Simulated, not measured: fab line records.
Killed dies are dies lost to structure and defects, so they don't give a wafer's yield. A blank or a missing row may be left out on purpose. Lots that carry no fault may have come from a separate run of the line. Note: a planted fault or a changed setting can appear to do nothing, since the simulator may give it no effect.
Which tool did it?    flow berkeleyCmos170    7 lots with 21 wafers sampled at 2 steps, on a route of 331 steps

== WHAT EACH GAUGE READ, for each wafer ==
UCB170_V2_BOW_MEAS_03.
lot   measured      on            V2_BOW (um)
L482  day 8 01:06   filmMetro-02  40 36 34
L484  day 8 23:31   filmMetro-01  25 25 37
L491  day 10 10:16  filmMetro-01  39 43 51
L494  day 11 03:43  filmMetro-02  30 42 46
L496  day 11 06:34  filmMetro-02  26 30 22
L499  day 12 03:16  filmMetro-04  26 43 25
L500  day 12 15:24  filmMetro-04  43 29 22

== EACH LOT AND THE TOOL THAT RAN IT (in order: tool; ch and the chambers of the sampled wafers; start) ==
lot   UCB170_M2_STRIP_19
L482  plasmaAsher-04 ch 0,1, day 8 00:22
L484  plasmaAsher-02 ch 0,1, day 8 22:47
L491  plasmaAsher-04 ch 0,1, day 10 09:29
L494  plasmaAsher-04 ch 0,1, day 11 02:59
L496  plasmaAsher-04 ch 0,1, day 11 05:49
L499  plasmaAsher-04 ch 0,1, day 12 02:31
L500  plasmaAsher-01 ch 0,1, day 12 14:34
- UCB170_M2_STRIP_19: strips in O2.

== THE ANSWER, worked out from the rows above alone ==
Rule: the usual values come from the lots themselves. The widest of any qualifying gaps counts: lots, ordered by their means at a reading, are off when they make up no more than a third of the lots, leave a main group of 4 or more, and stand apart from it by 3 or more times the standard deviation of that group's means. A main group whose means are all the same, to the digits that the tables above print for the reading, isn't used. A lot without any number at a reading at which 4 lots or more have one is off too. Any other lot the step has rows for is counted as sound.
Across all readings shown, no lot is off: no conclusion can be drawn from this.

== WHAT THE SIMULATOR PUT IN ==
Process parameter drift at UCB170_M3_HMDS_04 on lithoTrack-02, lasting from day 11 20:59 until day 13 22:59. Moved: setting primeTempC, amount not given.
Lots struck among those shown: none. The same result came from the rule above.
